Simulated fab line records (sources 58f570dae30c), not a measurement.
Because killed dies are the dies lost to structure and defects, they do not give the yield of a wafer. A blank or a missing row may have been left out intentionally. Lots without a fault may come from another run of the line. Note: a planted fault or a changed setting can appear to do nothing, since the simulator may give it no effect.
Which tool was responsible? :: flow berkeley cmos170 :: 13 lots with 39 wafers sampled at 3 steps, on a route of 331 steps

== WHAT THE GAUGES READ, wafer by wafer ==
UCB170_SPACER_THK_MEAS_01. Usual: SPACER_TEOS_THK gives 376 nm (standard deviation 4.7).
lot: L753
measured: day 7 03:31
on: film metro-01
SPACER_TEOS_THK (nm): 371 371 379
flag: 

lot: L754
measured: day 7 19:07
on: film metro-04
SPACER_TEOS_THK (nm): 373 376 377
flag: 

lot: L755
measured: day 7 19:26
on: film metro-01
SPACER_TEOS_THK (nm): 370 369 374
flag: 

lot: L757
measured: day 8 10:07
on: film metro-04
SPACER_TEOS_THK (nm): 370 376 379
flag: 

lot: L756
measured: day 8 10:21
on: film metro-02
SPACER_TEOS_THK (nm): 374 370 377
flag: 

lot: L758
measured: day 8 10:44
on: film metro-02
SPACER_TEOS_THK (nm): 372 372 384
flag: 

lot: L759
measured: day 8 18:35
on: film metro-04
SPACER_TEOS_THK (nm): 371 372 377
flag: 

lot: L760
measured: day 8 18:40
on: film metro-01
SPACER_TEOS_THK (nm): 367 381 377
flag: 

lot: L762
measured: day 9 00:46
on: film metro-04
SPACER_TEOS_THK (nm): 367 378 376
flag: 

lot: L763
measured: day 9 00:48
on: film metro-02
SPACER_TEOS_THK (nm): 371 371 378
flag: 

lot: L761
measured: day 9 01:06
on: film metro-01
SPACER_TEOS_THK (nm): 380 379 383
flag: 

lot: L774
measured: day 12 00:46
on: film metro-01
SPACER_TEOS_THK (nm): 374 382 378
flag: 

lot: L776
measured: day 12 17:46
on: film metro-04
SPACER_TEOS_THK (nm): 378 383 380
flag: 

UCB170_PSD_TW_MEAS_10. Usual: PSD_TW gives 2362 (standard deviation 8.6).
lot: L753
measured: day 7 11:38
on: film metro-02
PSD_TW: 2358 2352 2360
flag: 

lot: L754
measured: day 8 03:10
on: film metro-01
PSD_TW: 2358 2365 2341
flag: 

lot: L755
measured: day 8 03:28
on: film metro-01
PSD_TW: 2363 2357 2361
flag: 

lot: L757
measured: day 8 16:58
on: film metro-03
PSD_TW: 2370 2367 2366
flag: 

lot: L756
measured: day 8 17:16
on: film metro-03
PSD_TW: 2364 2373 2377
flag: 

lot: L758
measured: day 8 17:07
on: film metro-03
PSD_TW: 2373 2362 2373
flag: 

lot: L759
measured: day 9 05:28
on: film metro-02
PSD_TW: 2361 2355 2351
flag: 

lot: L760
measured: day 9 05:41
on: film metro-03
PSD_TW: 2360 2354 2360
flag: 

lot: L762
measured: day 9 05:45
on: film metro-01
PSD_TW: 2343 2336 2349
flag: 

lot: L763
measured: day 9 06:01
on: film metro-02
PSD_TW: 2363 2360 2353
flag: 

lot: L761
measured: day 9 06:07
on: film metro-03
PSD_TW: 2366 2370 2366
flag: 

lot: L774
measured: day 12 05:37
on: film metro-01
PSD_TW: 2358 2348 2369
flag: 

lot: L776
measured: day 13 00:53
on: film metro-01
PSD_TW: 2363 2363 2354
flag: 

UCB170_SDANNEAL_RS_MEAS_03: measures by four-point-probe. Usual: NSD_RS gives 37.32 ohm/sq (standard deviation 0.092).
lot: L753
measured: day 7 16:15
on: film metro-02
NSD_RS (ohm/sq): 37.37 37.45 37.36
flag: 

lot: L754
measured: day 8 06:07
on: film metro-01
NSD_RS (ohm/sq): 37.31 37.20 37.26
flag: 

lot: L755
measured: day 8 06:49
on: film metro-02
NSD_RS (ohm/sq): 37.20 37.17 37.13
flag: 

lot: L757
measured: day 8 20:16
on: film metro-03
NSD_RS (ohm/sq): 37.33 37.24 37.16
flag: 

lot: L756
measured: day 8 21:51
on: film metro-01
NSD_RS (ohm/sq): 37.43 37.41 37.39
flag: 

lot: L758
measured: day 8 21:10
on: film metro-01
NSD_RS (ohm/sq): 37.36 37.39 37.40
flag: 

lot: L759
measured: day 9 08:42
on: film metro-03
NSD_RS (ohm/sq): 37.30 37.25 37.39
flag: 

lot: L760
measured: day 9 08:47
on: film metro-01
NSD_RS (ohm/sq): 37.40 37.41 37.41
flag: 

lot: L762
measured: day 9 09:23
on: film metro-02
NSD_RS (ohm/sq): 37.28 37.27 37.27
flag: 

lot: L763
measured: day 9 09:22
on: film metro-01
NSD_RS (ohm/sq): 37.45 37.27 37.42
flag: 

lot: L761
measured: day 9 10:26
on: film metro-02
NSD_RS (ohm/sq): 37.36 37.34 37.34
flag: 

lot: L774
measured: day 12 08:34
on: film metro-01
NSD_RS (ohm/sq): 37.51 37.39 37.43
flag: 

lot: L776
measured: day 13 04:38
on: film metro-03
NSD_RS (ohm/sq): 37.22 37.23 37.23
flag: 

== EACH LOT AND THE TOOL THAT RAN IT (in order: tool; ch and the chambers of the sampled wafers; start) ==
Before these readings, the record contains no process step.

== AS READ BY THE TOOLS THEMSELVES (means over the sampled wafers that have a number; for cases with no such wafer, the mark the record gives instead) ==
The record holds no such reading with a usual standard deviation.

== THE ANSWER, worked out from the rows above alone ==
Rule: a lot is off if the mean of its wafers that have a number lies more than 3 standard deviations from the usual mean. A lot without any number at a reading at which 4 lots or more have one is off too. Where the step has rows for the other lots, those lots are counted as sound. After the gauges, taken in route order, come the tools' own readings; for these a lot's mean is taken, as printed above. The first step at which some lot is off is used, and at that step the reading that is off furthest; a lot without a number counts as furthest.
Across all readings shown, no lot is off: no conclusion can be drawn from this.

== WHAT THE SIMULATOR HAD INSERTED ==
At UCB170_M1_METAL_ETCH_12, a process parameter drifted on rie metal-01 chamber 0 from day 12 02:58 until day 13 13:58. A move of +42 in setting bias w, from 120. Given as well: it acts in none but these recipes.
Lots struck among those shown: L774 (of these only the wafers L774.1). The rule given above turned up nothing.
